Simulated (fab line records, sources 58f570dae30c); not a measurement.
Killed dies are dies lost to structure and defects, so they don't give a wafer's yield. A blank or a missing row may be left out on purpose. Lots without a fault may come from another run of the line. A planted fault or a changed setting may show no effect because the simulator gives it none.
Problem report in the 8D (eight disciplines) form, filled by code | flow berkeley_cmos170 | the parts of the form that need people (team, actions taken, sign-off) are left out

1. THE PROBLEM
V2_POLISHED_THK at UCB170_V2_THK_MEAS_04 reads a mean of 1249.1 nm on 2 wafers of 2 lots; wafers without a fault read 1000.0 nm with a standard deviation of 1. That is +99 or more standard deviations from the usual mean.
First seen on wafer L949.2, day 9 08:24, on film_metro-03. The record holds 18 wafers of 6 lots with a number at this step. Rule for "out", or "out of limits": more than 4 standard deviations from the usual mean. The other wafers with a number count as sound.

2. WHAT IT IS AND WHAT IT IS NOT
question                    | is               | is not
which readings at this step | V2_POLISHED_THK  | -
which lots                  | L949, L951       | L941, L958, L961, L963
which wafers of those lots  | L949.2, L951.4   | L949.1, L949.5, L951.1, L951.3
read on which gauges        | film_metro-03    | film_metro-01, film_metro-04
when                        | from day 9 08:24 | up to then (5 sound wafers); but 11 sound wafers of L951, L958, L961, L963 came after

3. SUSPECTS, AND WHAT RULES EACH OUT
Counting: a tool at a process step up to the reading stays a suspect if it ran every lot that is out. Sound lots after the first of them don't rule it out here, since some wafers of a struck lot are sound.
- the gauge at UCB170_V2_THK_MEAS_04: ruled out. All the wafers that are out were read on film_metro-03, but those of them that UCB170_V2_ETCH_14 has rows for are out there too, on other tools.
- pecvd-02 at UCB170_V2_CVD_00 (deposits SiO2 from TEOS/O2, target thk 2000 nm, time 250 s): kept. It ran every lot that is out, first L949 (day 9 07:46).
- cmp-02 at UCB170_V2_CMP_02 (polishes SiO2): kept. It ran every lot that is out, first L949 (day 9 07:59); its last sound lot up to then is L941 (day 7 08:28).
- Within cmp-02 at UCB170_V2_CMP_02: the wafers that are out ran in chamber 0; their sound lot-mates ran in chambers 1, 2.
Left after counting: pecvd-02 at UCB170_V2_CVD_00, cmp-02 at UCB170_V2_CMP_02.

4. THE CAUSE (what the simulator had put in)
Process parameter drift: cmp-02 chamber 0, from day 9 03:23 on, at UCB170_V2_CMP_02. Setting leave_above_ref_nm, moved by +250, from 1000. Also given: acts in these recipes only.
Counting left 2 suspects, and this tool is among them.

5. THE CHAIN OF EFFECTS, in route order
Each row: a reading whose mean over the struck wafers that have a number lies more than 3 standard deviations from the usual. Only readings for which the record gives a usual standard deviation are gone through. hours: the time from each lot's start at the first step in this table that gives one to its start at this step, as a median over the lots. sigmas: the change in usual standard deviations.
hours | step                  | reading         | usual      | on struck wafers | change | sigmas
0     | UCB170_V2_THK_MEAS_04 | V2_POLISHED_THK | 1000.0 nm  | 1249.1           | +249.1 | +99 or more
2     | UCB170_V2_ETCH_14     | oes_product_au  | 0.868 a.u. | 0.970            | +0.102 | +6.3
The process steps in it:
- UCB170_V2_ETCH_14: etches SiO2 in CHF3/CF4/Ar, stops on Al, target depth 1250 nm, time 291 s.
Later measuring or inspecting steps at which every struck wafer that the step has a row for has a number for every such reading, and none has moved that far: UCB170_V2_CD_MEAS_12, UCB170_V2_OVL_MEAS_13.

6. WHAT WOULD HAVE CAUGHT IT SOONER
In this record the first reading out of limits at a measuring or inspecting step was taken at day 9 08:24, 5 hours after the fault began at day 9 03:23.
Of the tool readings at UCB170_V2_CMP_02 for which the record gives a usual standard deviation, none was out on any struck wafer, so an alarm limit of 4 standard deviations on them would not have fired.
Of the lots that are out (2), L951 began UCB170_V2_CMP_02 on cmp-02 after day 9 08:24. A hold on the tool at that time would have spared it.
